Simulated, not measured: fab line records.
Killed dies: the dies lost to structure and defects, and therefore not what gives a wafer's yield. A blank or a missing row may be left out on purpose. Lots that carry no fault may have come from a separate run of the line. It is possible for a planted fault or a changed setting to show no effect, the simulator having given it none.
Which of the tools did it? | flow berkeley_cmos170 | 14 lots with 42 wafers sampled at 4 steps, on a route of 331 steps

## WHAT THE GAUGES SHOWED, per wafer
UCB170_SILICIDE_THK_MEAS_03: measures by xrf. Usual: SILICIDE_TI_THK 29.5 nm, standard deviation 0.45.
lot  | measured     | on            | SILICIDE_TI_THK (nm) | flag
L874 | day 8 01:17  | film_metro-04 | 29.3 29.4 29.9       |
L875 | day 8 01:42  | film_metro-04 | 29.9 29.1 29.3       |
L882 | day 9 20:11  | film_metro-04 | 29.2 29.1 29.2       |
L881 | day 9 20:51  | film_metro-04 | 29.6 28.5 29.6       |
L883 | day 9 20:55  | film_metro-02 | 29.0 29.0 29.1       |
L885 | day 9 21:03  | film_metro-04 | 29.0 29.2 29.2       |
L880 | day 9 21:19  | film_metro-02 | 29.6 29.2 28.9       |
L884 | day 9 21:34  | film_metro-03 | 29.7 29.9 29.7       |
L887 | day 11 00:31 | film_metro-03 | 29.5 29.0 29.4       |
L893 | day 12 21:35 | film_metro-04 | 30.4 29.9 30.4       |
L892 | day 12 21:51 | film_metro-04 | 29.7 29.1 30.0       |
L894 | day 13 02:59 | film_metro-03 | 30.4 30.3 29.9       |
L896 | day 13 14:37 | film_metro-02 | 30.1 30.0 30.3       |
L895 | day 13 14:50 | film_metro-03 | 29.7 29.4 29.3       |

UCB170_M3_THK_MEAS_03: measures by xrf. Usual: M3_AL_THK 894 nm, standard deviation 11.
lot  | measured     | on            | M3_AL_THK (nm) | flag
L874 | day 8 18:06  | film_metro-03 | 877 904 893    |
L875 | day 9 01:17  | film_metro-02 | 896 889 887    |
L882 | day 10 22:49 | film_metro-03 | 917 914 903    |
L881 | day 10 21:11 | film_metro-02 | 872 875 873    |
L883 | day 10 20:45 | film_metro-02 | 895 906 902    |
L885 | day 11 00:10 | film_metro-03 | 890 884 888    |
L880 | day 10 23:22 | film_metro-03 | 901 899 897    |
L884 | day 11 00:16 | film_metro-02 | 889            |
L887 | day 11 18:58 | film_metro-03 | 885            |
L893 | day 13 18:12 | film_metro-02 | 896 906 890    |
L892 | day 13 21:23 | film_metro-02 | 891 896 901    |
L894 | day 13 22:38 | film_metro-01 | 891 878 905    |
L896 | day 14 08:09 | film_metro-03 | 900 891 901    |
L895 | day 14 10:29 | film_metro-01 | 890 912 908    |

## EACH LOT AND THE TOOL THAT RAN IT (in order: tool; ch and the chambers of the sampled wafers; start)
lot  | UCB170_CONTACT_STRIP_06              | UCB170_CONTACT_ETCH_18
L874 | plasma_asher-04 ch 0,1, day 8 03:54  | rie_diel-04 ch 1,2,3, day 8 05:00
L875 | plasma_asher-01 ch 0,1, day 8 05:56  | rie_diel-03 ch 1,3, day 8 07:00
L882 | plasma_asher-01 ch 0,1, day 10 00:16 | rie_diel-04 ch 2,3, day 10 02:00
L881 | plasma_asher-02 ch 0,1, day 10 00:21 | rie_diel-02 ch 0,1, day 10 02:00
L883 | plasma_asher-04 ch 0,1, day 10 00:16 | rie_diel-03 ch 0,2, day 10 01:00
L885 | plasma_asher-01 ch 0,1, day 10 00:45 | rie_diel-03 ch 0,2,3, day 10 07:00
L880 | plasma_asher-04 ch 1, day 10 01:16   | rie_diel-02 ch 0,1, day 10 07:00
L884 | plasma_asher-01 ch 0,1, day 10 01:32 | rie_diel-04 ch 1,3, day 10 08:00
L887 | plasma_asher-04 ch 0, day 11 03:58   | rie_diel-04 ch 2,3, day 11 05:00
L893 | plasma_asher-02 ch 0,1, day 13 00:12 | rie_diel-03 ch 0,2,3, day 13 01:00
L892 | plasma_asher-02 ch 0,1, day 13 01:28 | rie_diel-02 ch 0,2,3, day 13 03:00
L894 | plasma_asher-04 ch 1, day 13 05:36   | rie_diel-02 ch 1,2, day 13 07:00
L896 | plasma_asher-01 ch 0, day 13 17:22   | rie_diel-03 ch 0,1,3, day 13 20:00
L895 | plasma_asher-02 ch 0,1, day 13 17:44 | rie_diel-04 ch 0,1,2, day 13 20:00
- UCB170_CONTACT_STRIP_06: strips in O2.
- UCB170_CONTACT_ETCH_18: etches PSG in CHF3/CF4/Ar, stops on TiSi2, target depth 840 nm, time 195 s.

## WHAT THE TOOLS THEMSELVES READ (means of the sampled wafers that have a number; where no wafer has one, the mark that the record gives instead)
UCB170_CONTACT_STRIP_06. Usual: chamber_pressure_mTorr 3500 mTorr, standard deviation 3.4; drypump_motor_current_A 5.9 A, standard deviation 0.41; oes_product_au 0.734 a.u., standard deviation 0.0043; strip_time_to_endpoint_s 21.95 s, standard deviation 0.063.
lot  | tool            | chamber_pressure_mTorr (mTorr) | drypump_motor_current_A (A) | oes_product_au (a.u.) | strip_time_to_endpoint_s (s) | flag
L874 | plasma_asher-04 | 3501                           | 5.4                         | 0.732                 | 22.00                        |
L875 | plasma_asher-01 | 3501                           | 6.2                         | 0.735                 | 21.91                        |
L882 | plasma_asher-01 | 3503                           | 6.2                         | 0.737                 | 21.94                        |
L881 | plasma_asher-02 | 3501                           | 6.0                         | 0.736                 | 21.86                        |
L883 | plasma_asher-04 | 3501                           | 5.4                         | 0.735                 | 22.01                        |
L885 | plasma_asher-01 | 3500                           | 6.2                         | 0.734                 | 21.99                        |
L880 | plasma_asher-04 | 3498                           | 5.3                         | 0.738                 | 21.99                        |
L884 | plasma_asher-01 | 3503                           | 6.3                         | 0.736                 | 21.89                        |
L887 | plasma_asher-04 | 3502                           | 5.7                         | 0.733                 | 21.96                        |
L893 | plasma_asher-02 | 3501                           | 6.1                         | 0.734                 | 22.09                        |
L892 | plasma_asher-02 | 3503                           | 6.1                         | 0.734                 | 21.94                        |
L894 | plasma_asher-04 | 3498                           | 5.3                         | 0.736                 | 22.01                        |
L896 | plasma_asher-01 | 3498                           | 6.1                         | 0.734                 | 22.01                        |
L895 | plasma_asher-02 | 3503                           | 6.2                         | 0.732                 | 21.93                        |

UCB170_CONTACT_ETCH_18. Usual: chamber_pressure_mTorr 199.99 mTorr, standard deviation 0.2; drypump_motor_current_A 5.8 A, standard deviation 0.47; oes_product_au 0.895 a.u., standard deviation 0.013; rf_fwd_power_W 697.4 W, standard deviation 2.4; throttle_valve_pct 6.91 %, standard deviation 0.14.
lot  | tool        | chamber_pressure_mTorr (mTorr) | drypump_motor_current_A (A) | oes_product_au (a.u.) | rf_fwd_power_W (W) | throttle_valve_pct (%) | flag
L874 | rie_diel-04 | 200.25                         | 5.9                         | 0.900                 | 693.8              | 6.96                   |
L875 | rie_diel-03 | 199.89                         | 5.7                         | 0.884                 | 699.1              | 6.93                   |
L882 | rie_diel-04 | 199.97                         | 5.5                         | 0.899                 | 697.8              | 6.91                   |
L881 | rie_diel-02 | 199.89                         | 5.3                         | 0.883                 | 697.4              | 6.83                   |
L883 | rie_diel-03 | 200.01                         | 5.8                         | 0.903                 | 699.0              | 7.04                   |
L885 | rie_diel-03 | 200.01                         | 6.1                         | 0.890                 | 697.4              | 6.96                   |
L880 | rie_diel-02 | 199.97                         | 5.4                         | 0.886                 | 697.0              | 6.83                   |
L884 | rie_diel-04 | 200.13                         | 6.0                         | 0.897                 | 508.9              | 6.89                   | OFF
L887 | rie_diel-04 | 200.05                         | 5.6                         | 0.877                 | 510.1              | 6.84                   | OFF
L893 | rie_diel-03 | 200.06                         | 6.2                         | 0.899                 | 696.7              | 6.95                   |
L892 | rie_diel-02 | 199.87                         | 5.6                         | 0.888                 | 697.3              | 6.85                   |
L894 | rie_diel-02 | 199.95                         | 5.3                         | 0.907                 | 697.3              | 6.98                   |
L896 | rie_diel-03 | 199.92                         | 6.0                         | 0.889                 | 696.0              | 6.94                   |
L895 | rie_diel-04 | 200.05                         | 6.0                         | 0.900                 | 697.2              | 6.99                   |

## THE ANSWER, worked out from the rows above alone
Rule: a lot is off if the mean of its wafers that have a number lies more than 3 standard deviations from the usual mean. Also off: a lot with no number at a reading for which 4 or more lots have one. The other lots that the step has rows for count as sound. Order of review: gauges by route order, followed by the tools' own readings, for which a lot's mean as printed above is used. At the first step where some lot is off, the reading lying furthest off is the one used; lots without a number count as furthest.
Off, at UCB170_CONTACT_ETCH_18 on rf_fwd_power_W: L884, L887.
A tool fits if, at that step or a process step before it, it ran every lot that is off, and no sound lot after the first of them. Of those tried, none fits.

## WHAT THE SIMULATOR PUT IN
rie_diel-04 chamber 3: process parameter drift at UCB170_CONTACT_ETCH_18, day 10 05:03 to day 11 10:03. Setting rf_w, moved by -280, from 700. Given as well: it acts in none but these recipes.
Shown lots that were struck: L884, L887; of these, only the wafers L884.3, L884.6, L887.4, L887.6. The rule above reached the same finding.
